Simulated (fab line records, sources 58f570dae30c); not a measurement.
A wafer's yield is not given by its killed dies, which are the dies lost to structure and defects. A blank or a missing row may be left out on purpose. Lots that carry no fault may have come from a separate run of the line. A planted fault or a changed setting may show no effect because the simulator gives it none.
Problem report, 8D (eight disciplines) form, completed by code	flow berkeleyCmos170	the parts of the form that need people (team, actions taken, sign-off) are left out

## 1. PROBLEM STATEMENT
PLDD_TW at UCB170_PLDD_TW_MEAS_11 reads a mean of 934 on 6 wafers of 2 lots; wafers without a fault read 1011 with a standard deviation of 8.5. That puts it -9.0 standard deviations away from the usual mean.
Seen first at day 7 01:40 on filmMetro-03, wafer L657.3. At this step, 39 wafers from 13 lots have a number in the record. Rule for "out", or "out of limits": more than 4 standard deviations from the usual mean. The rest of the wafers with a number are treated as sound.

## 2. WHAT IT IS AND WHAT IT IS NOT
question	is	is not
which readings at this step	PLDD_TW	-
which lots	L657, L663	L653, L654, L655, L666, L668, L671, L672, L673, L674, L675, L676
which wafers of those lots	all that have a number	-
read on which gauges	filmMetro-01, filmMetro-03	filmMetro-02
when	from day 7 01:40	up to then (9 sound wafers); but 24 sound wafers of L666, L668, L671, L672, L673, L674, L675, L676 came after

## 3. SUSPECTS, AND WHAT RULES EACH OUT
Counting: a tool at a process step up to the reading stays a suspect if it ran every lot that is out and no sound lot after the first of them.
- the gauge at UCB170_PLDD_TW_MEAS_11 has been ruled out. Those wafers that are out were read across 2 gauges (filmMetro-01, filmMetro-03).
- implanter-03 at UCB170_PLDD_IMPLANT_09: ruled out as a lasting fault. After its first lot that is out, L657 (day 7 01:26), sound lots L672, L674, L675, L676 ran on it.
Left after counting: nothing in the record.

## 4. THE CAUSE (what the simulator had put in)
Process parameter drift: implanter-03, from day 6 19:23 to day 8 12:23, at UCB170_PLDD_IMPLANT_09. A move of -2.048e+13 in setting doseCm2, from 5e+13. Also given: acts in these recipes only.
Counting ruled it out, wrongly: the rule takes a fault to strike every lot that its tool runs from its start on, and this one did not.

## 5. SEQUENCE OF EFFECTS, ordered by route
Each row: a reading whose mean over the struck wafers that have a number lies more than 3 standard deviations from the usual. Scope: only readings with a usual standard deviation given in the record; hours: median across lots of the time from each lot's start at the first step in this table that gives one to its start at this step; sigmas: change in usual standard deviations.
hours	step	reading	usual	on struck wafers	change	sigmas
0	UCB170_PLDD_IMPLANT_09	doseIonsCm2	5e+13	3e+13	-2e+13	-99 or more
0	UCB170_PLDD_IMPLANT_09	faradayCurrentUA	154	94	-60	-10
0	UCB170_PLDD_TW_MEAS_11	PLDD_TW	1011	934	-77	-9.0
12	UCB170_SDANNEAL_RS_MEAS_04	PLDD_RS	1031.5 ohm/sq	1238.6	+207.1	+71
Here are the process steps it includes:
- UCB170_PLDD_IMPLANT_09

## 6. HOW IT WOULD HAVE BEEN CAUGHT EARLIER
The first out-of-limits reading at a measuring or inspecting step in this record came at day 7 01:40, 6 hours after the fault's start at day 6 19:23.
Tool's own readings at UCB170_PLDD_IMPLANT_09, doseIonsCm2, faradayCurrentUA: out on all struck wafers the step has rows for; an alarm limit on them would have tripped on the first.
